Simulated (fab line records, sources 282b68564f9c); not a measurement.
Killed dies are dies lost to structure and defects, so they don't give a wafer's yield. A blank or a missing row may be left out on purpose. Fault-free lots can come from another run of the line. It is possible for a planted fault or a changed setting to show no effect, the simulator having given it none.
fab line records	flow rit_cmos
record: lots: 6	wafers: 18	last_day: 6
route steps=202 shown PSD@150 SDANNEAL@153 NSD@158 PLDD@159 NLDD@160 SILICIDE@161 M1@202
lots untouched by any fault: they come from a run of this same line in which no faults occurred
start_h: the number of hours between the record's first day and the start of the first shown wafer of the lot	wait_h: hours elapsed since this lot's preceding step	" same as the row above	L1.1+2: several wafers, shown together as one row	- no value, or no start was given	* or withheld: withheld	< > ~ a bound
route shown NAME@n: NAME is a module with steps in the file, n the number in the route of the first one	usual: mean/standard deviation taken from wafers without a fault	same: alike in all rows	chamber/n: place in a boat	sites: the reading at each site	_std_site: how widely they spread, as a standard deviation	_edge_site: mean of outer sites minus mean of inner sites	radius_mm: how far each site lies from the wafer's centre	mask NAME#n: copy n	behind: the most recent tool/chamber to have shaped the wafer	hold: cause of the lot's hold/its duration in hours/its outcome	device: the transistor (n, p or np) that didn't switch	end of line: the tests these same wafers got at the end of their route	for a step that has no rows: nothing shown but its recipe	killed: count of dies lost to structure and defects at first sort (not the wafer's yield)	map: the dies of a wafer, with x for killed, . for not killed, _ for no die there
set.NAME: the setting that was run; set.NAME@STEP: the one run at that earlier step	model.NAME: the simulator's own value behind a step, which no gauge read
lots at some steps of the route; a table a step, a row a wafer
services: when a tool's chamber went out of use (start_h, in hours from the record's first day, below 0 if earlier), for how many hours, and the reason
== steps ==
step: RIT_PSD_IMPLANT_08
recipe: species: BF2	energy_kev: 27	dose_cm2: 5e+15	tilt_deg: 7
step: RIT_PSD_STRIP_09
recipe: chemistry: O2	time_s: 180	resist: NOVOLAK	platen_temp_c: withheld	power_w: 500	pressure_mtorr: 4000	o2_flow_sccm: 4000
usual: drypump_motor_current_A: 5.28/0.23
lot.wafer	tool	chamber	start_h	wait_h	drypump_motor_current_A	rf_hours_counter_h
L387.2	plasma_asher-04	1	63.79	0.1	4.94	42
L387.5	"	0	"	"	5.04	-
L387.6	"	1	"	"	4.93	-
L390.4	plasma_asher-01	1	79.52	0.1	5.48	-
L390.5	"	0	"	"	5.46	-
L390.6	"	1	"	"	5.47	-
L397.1	plasma_asher-04	0	119.78	0.1	5.04	48
L397.4	"	1	"	"	4.92	-
L397.6	"	0	"	"	5.04	-
L399.4	plasma_asher-02	1	128.39	0.1	5.10	-
L399.5	"	1	"	"	5.08	-
L399.6	"	0	"	"	5.52	-
L400.2	plasma_asher-01	1	136.85	0.1	5.49	2
L400.5	"	1	"	"	5.45	-
L400.6	"	0	"	"	5.46	-
L401.1	plasma_asher-02	0	139.98	0.1	5.52	50
L401.2	"	1	"	"	5.09	50
L401.6	"	1	"	"	5.10	-
step: RIT_PSD_TW_MEAS_10
usual: PSD_TW: 3470/27
lot.wafer	tool	chamber	start_h	wait_h	PSD_TW
L387.2	film_metro-02	-	63.98	0.1	3429
L387.5	"	-	"	"	3434
L387.6	"	-	"	"	3434
L390.4	film_metro-04	-	79.67	0.1	3468
L390.5	"	-	"	"	3480
L390.6	"	-	"	"	3463
L397.1	film_metro-04	-	119.96	0.1	3486
L397.4	"	-	"	"	3471
L397.6	"	-	"	"	3445
L399.4	film_metro-01	-	128.53	0.1	3477
L399.5	"	-	"	"	3484
L399.6	"	-	"	"	3483
L400.2	film_metro-01	-	137.04	0.1	3496
L400.5	"	-	"	"	3476
L400.6	"	-	"	"	3508
L401.1	film_metro-01	-	140.16	0.1	3493
L401.2	"	-	"	"	3484
L401.6	"	-	"	"	3487
step: RIT_SDANNEAL_CLEAN_00
recipe: chemistry: SC1	mix: 3:3:50	time_s: 600	temp_c: 75
step: RIT_SDANNEAL_CLEAN_01
recipe: chemistry: dHF	dilution: 50:1	time_s: 30
step: RIT_SDANNEAL_CLEAN_02
recipe: chemistry: SC2	mix: 3:3:50	time_s: 600	temp_c: 75	dry: n2_spin
step: RIT_SDANNEAL_RTA_03
recipe: temp_c: 1050	time_s: 5	idle_temp_c: 600	ramp_up_c_per_s: 342	ramp_down_c_per_s: 171	cool_to_c: 600	ambient: N2
usual: wafer_temp_C_max: 1053.5/1.1
lot.wafer	tool	chamber	start_h	wait_h	wafer_temp_C_max
L387.2	rtp_anneal-01	0	64.40	0.0	1055.6
L387.5	"	0	"	"	1053.9
L387.6	"	0	"	"	1054.1
L390.4	rtp_anneal-02	0	80.12	0.0	1053.1
L390.5	"	0	"	"	1053.5
L390.6	"	0	"	"	1054.2
L397.1	rtp_anneal-01	0	120.38	0.0	1054.9
L397.4	"	0	"	"	1052.4
L397.6	"	0	"	"	1053.5
L399.4	rtp_anneal-01	0	129.17	0.0	1052.7
L399.5	"	0	"	"	1054.0
L399.6	"	0	"	"	1053.2
L400.2	rtp_anneal-02	0	137.47	0.0	1054.1
L400.5	"	0	"	"	1052.6
L400.6	"	0	"	"	1054.9
L401.1	rtp_anneal-01	0	140.58	0.0	1053.1
L401.2	"	0	"	"	1052.9
L401.6	"	0	"	"	1051.4
step: RIT_SDANNEAL_RS_MEAS_04
recipe: thk_meas_gauge: four-point-probe
usual: PSD_RS: 115.83/0.29
lot.wafer	tool	chamber	start_h	wait_h	PSD_RS[ohm/sq]
L387.2	film_metro-04	-	64.47	0.1	115.53
L387.5	"	-	"	"	115.86
L387.6	"	-	"	"	115.76
L390.4	film_metro-04	-	80.21	0.1	115.66
L390.5	"	-	"	"	115.39
L390.6	"	-	"	"	115.65
L397.1	film_metro-04	-	120.44	0.0	116.01
L397.4	"	-	"	"	115.82
L397.6	"	-	"	"	115.67
L399.4	film_metro-02	-	129.26	0.1	115.97
L399.5	"	-	"	"	115.64
L399.6	"	-	"	"	115.75
L400.2	film_metro-01	-	137.54	0.1	115.78
L400.5	"	-	"	"	115.69
L400.6	"	-	"	"	115.57
L401.1	film_metro-02	-	140.64	0.0	115.54
L401.2	"	-	"	"	115.90
L401.6	"	-	"	"	115.56
step: RIT_SDANNEAL_RS_MEAS_05
recipe: thk_meas_gauge: four-point-probe
usual: NSD_RS: 84.5/0.33
lot.wafer	tool	chamber	start_h	wait_h	NSD_RS[ohm/sq]
L387.2	film_metro-04	-	64.59	0.1	84.8
L387.5	"	-	"	"	84.8
L387.6	"	-	"	"	84.5
L390.4	film_metro-04	-	80.33	0.1	84.6
L390.5	"	-	"	"	84.3
L390.6	"	-	"	"	84.7
L397.1	film_metro-04	-	120.56	0.1	84.6
L397.4	"	-	"	"	84.6
L397.6	"	-	"	"	84.6
L399.4	film_metro-02	-	129.38	0.1	84.6
L399.5	"	-	"	"	84.4
L399.6	"	-	"	"	84.5
L400.2	film_metro-01	-	137.66	0.1	84.7
L400.5	"	-	"	"	84.2
L400.6	"	-	"	"	84.7
L401.1	film_metro-02	-	140.76	0.1	85.1
L401.2	"	-	"	"	85.1
L401.6	"	-	"	"	84.6
step: RIT_SDANNEAL_RS_MEAS_06
recipe: thk_meas_gauge: four-point-probe
usual: PLDD_RS: 178.5/0.5
lot.wafer	tool	chamber	start_h	wait_h	PLDD_RS[ohm/sq]
L387.2	film_metro-04	-	64.71	0.1	178.4
L387.5	"	-	"	"	178.2
L387.6	"	-	"	"	178.5
L390.4	film_metro-04	-	80.45	0.1	179.0
L390.5	"	-	"	"	178.4
L390.6	"	-	"	"	178.4
L397.1	film_metro-04	-	120.68	0.1	178.5
L397.4	"	-	"	"	179.0
L397.6	"	-	"	"	178.7
L399.4	film_metro-02	-	129.50	0.1	178.3
L399.5	"	-	"	"	177.9
L399.6	"	-	"	"	178.4
L400.2	film_metro-01	-	139.67	2.0	177.9
L400.5	"	-	"	"	178.5
L400.6	"	-	"	"	178.3
L401.1	film_metro-02	-	140.88	0.1	178.5
L401.2	"	-	"	"	178.7
L401.6	"	-	"	"	179.3
step: RIT_SDANNEAL_RS_MEAS_07
recipe: thk_meas_gauge: four-point-probe
usual: NLDD_RS: 151.5/0.45
lot.wafer	tool	chamber	start_h	wait_h	NLDD_RS[ohm/sq]
L387.2	film_metro-04	-	64.83	0.1	151.6
L387.5	"	-	"	"	151.8
L387.6	"	-	"	"	151.7
L390.4	film_metro-04	-	80.57	0.1	151.3
L390.5	"	-	"	"	151.7
L390.6	"	-	"	"	152.0
L397.1	film_metro-04	-	120.80	0.1	151.2
L397.4	"	-	"	"	150.9
L397.6	"	-	"	"	151.3
L399.4	film_metro-02	-	129.62	0.1	151.0
L399.5	"	-	"	"	151.6
L399.6	"	-	"	"	150.6
L400.2	film_metro-01	-	139.79	0.1	150.5
L400.5	"	-	"	"	150.7
L400.6	"	-	"	"	152.1
L401.1	film_metro-02	-	141.00	0.1	152.0
L401.2	"	-	"	"	152.2
L401.6	"	-	"	"	152.4
step: RIT_SILICIDE_WET_ETCH_00
recipe: chemistry: BOE	target: SiO2	target_depth_nm: 14	time_s: 15	dry: n2_spin	dilution: 10:1	temp_c: 21.5
step: RIT_SILICIDE_SPUTTER_01
recipe: material: Ti	target_thk_nm: 30	power_w: 350	chamber_pressure_pa: 0.667	gas: Ar	time_s: 240	substrate_temp_c: 25
usual: substrate_temp_c: 24.98/0.1	throttle_valve_pct: 30.0/1
lot.wafer	tool	chamber	start_h	wait_h	substrate_temp_c	throttle_valve_pct	model.Ti_of_SILICIDE_SPUTTER_01.thk_nm
L387.2	pvd_sputter-01	-	64.95	0.0	25.01	28.7	30.49
L387.5	"	-	"	"	25.12	29.7	30.43
L387.6	"	-	"	"	24.85	31.4	30.44
L390.4	pvd_sputter-01	-	80.72	0.1	24.90	29.7	30.01
L390.5	"	-	"	"	25.05	31.6	29.95
L390.6	"	-	"	"	24.99	29.1	29.76
L397.1	pvd_sputter-01	-	120.93	0.0	24.81	28.7	31.36
L397.4	"	-	"	"	24.99	31.0	31.59
L397.6	"	-	"	"	24.95	28.5	31.25
L399.4	pvd_sputter-01	-	129.69	0.0	25.03	28.9	30.88
L399.5	"	-	"	"	24.96	28.7	31.15
L399.6	"	-	"	"	24.93	28.5	30.98
L400.2	pvd_sputter-03	-	139.91	0.0	24.91	30.3	29.58
L400.5	"	-	"	"	24.88	28.4	29.66
L400.6	"	-	"	"	24.83	30.5	29.41
L401.1	pvd_sputter-02	-	141.13	0.0	24.84	31.5	30.09
L401.2	"	-	"	"	24.89	29.8	30.03
L401.6	"	-	"	"	24.85	30.6	30.19
step: RIT_SILICIDE_RS_MEAS_02
recipe: thk_meas_gauge: four-point-probe	reads: Ti_of_SILICIDE_SPUTTER_01
usual: SILICIDE_TI_RS: 47.9/0.71
lot.wafer	tool	chamber	start_h	wait_h	SILICIDE_TI_RS[ohm/sq]
L387.2	film_metro-03	-	65.12	0.1	47.0
L387.5	"	-	"	"	47.1
L387.6	"	-	"	"	47.0
L390.4	film_metro-02	-	80.86	0.1	47.9
L390.5	"	-	"	"	47.9
L390.6	"	-	"	"	48.4
L397.1	film_metro-01	-	121.08	0.1	45.4
L397.4	"	-	"	"	45.0
L397.6	"	-	"	"	45.5
L399.4	film_metro-01	-	129.90	0.1	46.3
L399.5	"	-	"	"	45.7
L399.6	"	-	"	"	46.0
L400.2	film_metro-03	-	140.08	0.1	48.7
L400.5	"	-	"	"	48.7
L400.6	"	-	"	"	49.2
L401.1	film_metro-01	-	141.28	0.1	47.7
L401.2	"	-	"	"	47.8
L401.6	"	-	"	"	47.5
step: RIT_SILICIDE_THK_MEAS_03
recipe: thk_meas_gauge: xrf	reads: Ti_of_SILICIDE_SPUTTER_01
usual: SILICIDE_TI_THK: 30.0/0.37
lot.wafer	tool	chamber	start_h	wait_h	SILICIDE_TI_THK[nm]
L387.2	film_metro-03	-	65.23	0.1	30.5
L387.5	"	-	"	"	30.4
L387.6	"	-	"	"	30.5
L390.4	film_metro-02	-	80.95	0.1	30.0
L390.5	"	-	"	"	30.0
L390.6	"	-	"	"	29.7
L397.1	film_metro-01	-	121.20	0.1	31.4
L397.4	"	-	"	"	31.6
L397.6	"	-	"	"	31.3
L399.4	film_metro-01	-	129.99	0.1	30.8
L399.5	"	-	"	"	31.1
L399.6	"	-	"	"	31.1
L400.2	film_metro-03	-	140.19	0.1	29.7
L400.5	"	-	"	"	29.7
L400.6	"	-	"	"	29.4
L401.1	film_metro-01	-	141.40	0.1	30.1
L401.2	"	-	"	"	30.1
L401.6	"	-	"	"	30.2
step: RIT_SILICIDE_RTA_04
recipe: temp_c: 650	time_s: 10	idle_temp_c: 25	ramp_up_s: 5	ramp_down_s: 5	cool_to_c: 25	ambient: N2
usual: wafer_temp_C_max: 655.3/1.1
lot.wafer	tool	chamber	start_h	wait_h	wafer_temp_C_max
L387.2	rtp_anneal-02	0	65.29	0.1	654.5
L387.5	"	0	"	"	657.5
L387.6	"	0	"	"	653.9
L390.4	rtp_anneal-01	0	81.01	0.1	656.1
L390.5	"	0	"	"	656.0
L390.6	"	0	"	"	658.2
L397.1	rtp_anneal-02	0	121.26	0.1	654.2
L397.4	"	0	"	"	654.2
L397.6	"	0	"	"	656.0
L399.4	rtp_anneal-02	0	130.05	0.1	654.9
L399.5	"	0	"	"	654.5
L399.6	"	0	"	"	655.5
L400.2	rtp_anneal-01	0	140.25	0.1	656.3
L400.5	"	0	"	"	654.7
L400.6	"	0	"	"	656.1
L401.1	rtp_anneal-02	0	141.46	0.1	654.1
L401.2	"	0	"	"	655.0
L401.6	"	0	"	"	655.0
step: RIT_M1_PROBE_99
usual: killed_at_contacts: 0.1/0.31	killed_at_front_end: 7.1/2.8	killed_dies: 7.2/2.8	killed_open: 3.5/2	killed_short: 3.7/1.9
same: gross_dies: 264	killed_at_M0_to_M3: 0	killed_at_M4_up: 0	killed_at_back_side: 0	killed_at_other: 0
lot.wafer	tool	chamber	start_h	wait_h	killed_at_contacts	killed_at_front_end	killed_dies	killed_open	killed_short	model.etest.contact_pplus.end_ohm_um	model.etest.contact_nplus.end_ohm_um	model.etest.npoly_line.rs_ohm_sq	model.etest.ppoly_line.rs_ohm_sq	model.etest.npoly_sal.rs_ohm_sq	model.etest.ppoly_sal.rs_ohm_sq	model.etest.pplus_sal.rs_ohm_sq	model.etest.nplus_sal.rs_ohm_sq
L387.2	prober-02	-	73.72	0.1	0	11	11	6	5	46.23	43.04	16.98	16.39	4.321	4.264	4.275	4.238
L387.5	prober-02	-	73.87	0.2	0	4	4	0	4	46.52	42.25	16.87	16.39	4.351	4.285	4.301	4.255
L387.6	prober-02	-	73.92	0.2	0	4	4	2	2	45.34	42.25	16.94	16.41	4.288	4.237	4.23	4.225
L390.4	prober-01	-	88.82	0.2	0	6	6	4	2	45.65	42.32	17.1	16.29	4.388	4.333	4.317	4.269
L390.5	prober-01	-	88.87	0.2	0	6	6	4	2	44.8	40.85	16.99	16.58	4.344	4.303	4.359	4.295
L390.6	prober-01	-	88.92	0.2	1	5	6	4	2	44.65	41.76	17.09	16.6	4.415	4.381	4.378	4.345
L397.1	prober-02	-	128.67	0.1	0	1	1	0	1	46.49	43.22	16.46	16.07	4.142	4.12	4.132	4.098
L397.4	prober-02	-	128.82	0.2	0	7	7	3	4	46.51	42.97	16.44	15.97	4.149	4.149	4.121	4.116
L397.6	prober-02	-	128.92	0.2	0	7	7	6	1	46.98	43.33	16.58	16.04	4.225	4.164	4.184	4.144
L399.4	prober-02	-	138.63	0.2	0	16	16	9	7	45.49	41.21	16.66	16.18	4.265	4.186	4.187	4.178
L399.5	prober-02	-	138.68	0.2	0	8	8	3	4	45.31	40.92	16.61	16.03	4.199	4.146	4.149	4.134
L399.6	prober-02	-	138.73	0.2	0	7	7	4	3	46.75	42.72	16.61	16.11	4.191	4.183	4.15	4.161
L401.1	prober-02	-	149.00	0.1	1	3	4	4	0	42.98	41.62	16.97	16.47	4.338	4.291	4.303	4.281
L401.2	prober-02	-	149.05	0.1	0	6	6	5	1	44.2	42.12	17.03	16.34	4.337	4.331	4.338	4.31
L401.6	prober-02	-	149.25	0.2	0	6	6	0	6	43.73	41.52	16.95	16.47	4.326	4.303	4.301	4.278
L400.2	prober-01	-	149.02	0.1	0	9	9	4	4	42.92	41.32	17.29	16.87	4.437	4.398	4.412	4.412
L400.5	prober-01	-	149.17	0.2	0	7	7	2	4	43.79	43.05	17.14	16.73	4.444	4.392	4.395	4.364
L400.6	prober-01	-	149.22	0.2	0	5	5	1	4	44.26	41.96	17.25	16.59	4.475	4.427	4.442	4.432
killed by level:class
L387.2 SILICIDE:geometric_particle:short=3 FOX2:geometric_particle:open=2 FOX1:geometric_particle:open=1 FOX1:geometric_particle:short=1 GATE:geometric_particle:short=1 GATE:geometric_particle:open=1 REOX:geometric_particle:open=1 SILICIDE:geometric_particle:open=1
L387.5 GATE:geometric_particle:short=2 FOX1:geometric_particle:short=1 REOX:geometric_particle:short=1
L387.6 SPACER:geometric_particle:open=2 GATE:geometric_particle:short=1 SILICIDE:geometric_particle:short=1
L390.4 GATE:geometric_particle:open=2 FOX1:geometric_particle:short=1 SPACER:geometric_particle:open=1 SILICIDE:geometric_particle:short=1 SILICIDE:geometric_particle:open=1
L390.5 GATE:geometric_particle:open=4 GATE:geometric_particle:short=2
L390.6 GATE:geometric_particle:open=3 FOX1:geometric_particle:open=1 SILICIDE:geometric_particle:short=1 CONTACT:geometric_particle:short=1
L397.1 FOX1:geometric_particle:short=1
L397.4 REOX:geometric_particle:short=2 SILICIDE:geometric_particle:short=2 SILICIDE:geometric_particle:open=2 REOX:geometric_particle:open=1
L397.6 FOX1:geometric_particle:open=2 FOX2:geometric_particle:open=1 GATE:geometric_particle:short=1 GATE:geometric_particle:open=1 REOX:geometric_particle:open=1 SILICIDE:geometric_particle:open=1
L399.4 SPACER:geometric_particle:open=5 SILICIDE:geometric_particle:short=4 GATE:geometric_particle:short=2 SILICIDE:geometric_particle:open=2 FOX1:geometric_particle:open=1 GATE:geometric_particle:open=1 SPACER:geometric_particle:short=1
L399.5 GATE:geometric_particle:short=2 REOX:geometric_particle:open=2 REOX:geometric_particle:short=1 SPACER:geometric_particle:open=1 SPACER:geometric_particle:short=1 ACTIVE:coat_microbubble_printed=1
L399.6 GATE:geometric_particle:open=2 GATE:geometric_particle:short=2 FOX2:geometric_particle:open=1 REOX:geometric_particle:open=1 SPACER:geometric_particle:short=1
L401.1 GATE:geometric_particle:open=3 CONTACT:geometric_particle:open=1
L400.2 GATE:geometric_particle:short=3 GATE:geometric_particle:open=2 REOX:geometric_particle:open=2 REOX:geometric_particle:short=1 PSD:coat_microbubble_printed=1
L401.2 SPACER:geometric_particle:open=2 FOX1:geometric_particle:open=1 FOX2:geometric_particle:open=1 GATE:geometric_particle:short=1 REOX:geometric_particle:open=1
L400.5 FOX2:geometric_particle:short=2 SPACER:geometric_particle:short=2 FOX2:geometric_particle:open=1 SILICIDE:geometric_particle:open=1 PSD:coat_microbubble_printed=1
L400.6 FOX1:geometric_particle:short=2 GATE:geometric_particle:short=1 GATE:geometric_particle:open=1 SILICIDE:geometric_particle:short=1
L401.6 FOX1:geometric_particle:short=2 SPACER:geometric_particle:short=2 GATE:geometric_particle:short=1 REOX:geometric_particle:short=1
== services ==
tool	chamber	start_h	hours	kind
pvd_sputter-02	-	68.50	4.9	repair
pvd_sputter-02	-	69.62	0.8	repair
pvd_sputter-03	-	84.26	0.6	repair
plasma_asher-01	-	87.05	0.5	repair
pvd_sputter-01	-	95.11	4.5	repair
pvd_sputter-02	-	105.72	4.6	repair
plasma_asher-01	-	108.75	9.0	pm
plasma_asher-01	0	108.75	9.0	vent_cycle
plasma_asher-01	1	108.75	9.0	vent_cycle
plasma_asher-01	0	117.75	-	clean
plasma_asher-01	1	117.75	-	clean
plasma_asher-02	-	119.68	1.4	repair
pvd_sputter-02	-	125.03	1.6	repair
== key ==
first_sign: step: RIT_SILICIDE_RS_MEAS_02	reading: SILICIDE_TI_RS	direction: down	sigmas: 3.3	usual: 47.9	struck: 45.6
effect: step: RIT_SILICIDE_THK_MEAS_03	reading: SILICIDE_TI_THK	direction: up	sigmas: 3.4	usual: 30.0	struck: 31.2
model_effect: step: RIT_SILICIDE_SPUTTER_01	value: Ti_of_SILICIDE_SPUTTER_01.thk_nm	without: 29.76	struck: 31.2
model_effect: step: RIT_M1_PROBE_99	value: etest.contact_pplus.end_ohm_um	without: 44.14	struck: 46.25
met_at RIT_SILICIDE_SPUTTER_01
struck_wafers L397.1,L397.4,L397.6,L399.4,L399.5,L399.6
tester_left_out L397,L399
onset_between 80.72 120.93
fault: kind: process_parameter_drift	tool: pvd_sputter-01	chamber: -	onset_h: 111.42	steps: RIT_SILICIDE_SPUTTER_01	channel: time_s	offset: *	shape: step	end_h: 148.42	stated: *
tester_left_out: of these lots the tester's yield and bins aren't shown, on N5 and GAA mostly nor the transistor test; their killed dies are dies lost to structure and defects alone, not to doping, threshold or leakage, so they don't give the yield
